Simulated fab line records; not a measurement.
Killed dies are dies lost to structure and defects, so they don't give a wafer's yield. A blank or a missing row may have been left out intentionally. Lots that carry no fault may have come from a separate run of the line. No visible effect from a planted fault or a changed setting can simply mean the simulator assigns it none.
Struck lot and sound lot, side by side ; flow berkeleyCmos170 ; 19 steps out of a route of 331
Sound: the wafers L359.1, L359.2, L359.3. Wafers L365.3, L365.4, L365.6 were the ones struck. The cause is given at the end.
For every step that has rows: the tool of each side, followed by ch and its chambers, followed by its first start. Under that, the readings that differ: sound wafers ; struck wafers ; difference of the means ; sigmas: that difference in standard deviations of wafers without a fault.
alike: a reading whose means differ by less than 2 such deviations, as well as words and numbers matching on both sides. not compared: withheld readings; readings where some wafer has no value; bounds like >300 that might hide an equal value; numbers whose values overlap and for which the record gives no deviation.
Wherever a step has rows on one side only, a row that says differs or no value, or a row with sigmas, the two part there. Numbers that don't overlap but have no deviation are shown without sigmas and don't part them. Lack of a reading on every wafer of one side parts them only where that side has two or more wafers.

first, 3 steps without rows for these wafers: UCB170_PSD_EXPOSE_03 (exposes mask PSELECT MOD, target cd 1200 nm); UCB170_PSD_PEB_04; UCB170_PSD_DEVELOP_05 (develop time 45 s).
UCB170_PSD_CD_MEAS_06: target cd 1200 nm.
  struck on cdSem-01, day 9 21:34; sound on cdSem-01, day 8 06:38
  alike: cdNm
UCB170_PSD_OVL_MEAS_07:
  struck on overlay-02, day 9 21:39; sound on overlay-02, day 8 06:46
  alike: PSD_OVL
then, 1 step without rows for these wafers: UCB170_PSD_IMPLANT_08.
UCB170_PSD_STRIP_09: strips in O2.
  sound on plasmaAsher-01 ch 0,1, day 8 06:57; struck on plasmaAsher-02 ch 0,1, day 9 21:52
reading;sound;struck;difference;sigmas
stripTimeToEndpointS (s);29.20 29.37 29.24;29.41 29.44 29.42;+0.15;+2
  alike: drypumpMotorCurrentA, oesProductAu
  not compared: rfHoursCounterH
UCB170_PSD_TW_MEAS_10:
  struck on filmMetro-02, day 9 21:56; sound on filmMetro-02, day 8 07:03
  alike: PSD_TW
then, 4 steps without rows for these wafers: UCB170_PSD_CLEAN_11 (cleans in SPM, time 600 s); UCB170_NSD_HMDS_00 (prime time 60 s); UCB170_NSD_COAT_01 (resist thk 900 nm); UCB170_NSD_SOFTBAKE_02 (time 60 s).
UCB170_NSD_EXPOSE_03: exposes mask NSELECT MOD, target cd 1200 nm.
  sound on krfScanner-02 ch 0, day 8 08:58; struck on krfScanner-02 ch 0, day 9 22:46
reading;sound;struck;difference;sigmas
model.NSD.overlayXNm (nm);2.139 2.139 2.139;-160.5 -160.5 -160.5;-162.6;
  alike: mask
then, 2 steps without rows for these wafers: UCB170_NSD_PEB_04; UCB170_NSD_DEVELOP_05 (develop time 45 s).
UCB170_NSD_CD_MEAS_06: target cd 1200 nm.
  struck on cdSem-01, day 9 23:10; sound on cdSem-01, day 8 09:21
  alike: cdNm
UCB170_NSD_OVL_MEAS_07:
  struck on overlay-02, day 9 23:16; sound on overlay-01, day 8 09:28
reading;sound;struck;difference;sigmas
NSD_OVL (nm);0 5 -4;-157 -162 -169;-163;-25
then, 1 step without rows for these wafers: UCB170_NSD_IMPLANT_08.
UCB170_M3_PROBE_99:
  the record has rows for the sound wafers here (prober-01, day 9 11:34) and none for the struck ones

## WHERE THEY PART
At UCB170_PSD_STRIP_09 first; at UCB170_M3_PROBE_99 last (within this record only).

WHY: the cause the simulator had injected
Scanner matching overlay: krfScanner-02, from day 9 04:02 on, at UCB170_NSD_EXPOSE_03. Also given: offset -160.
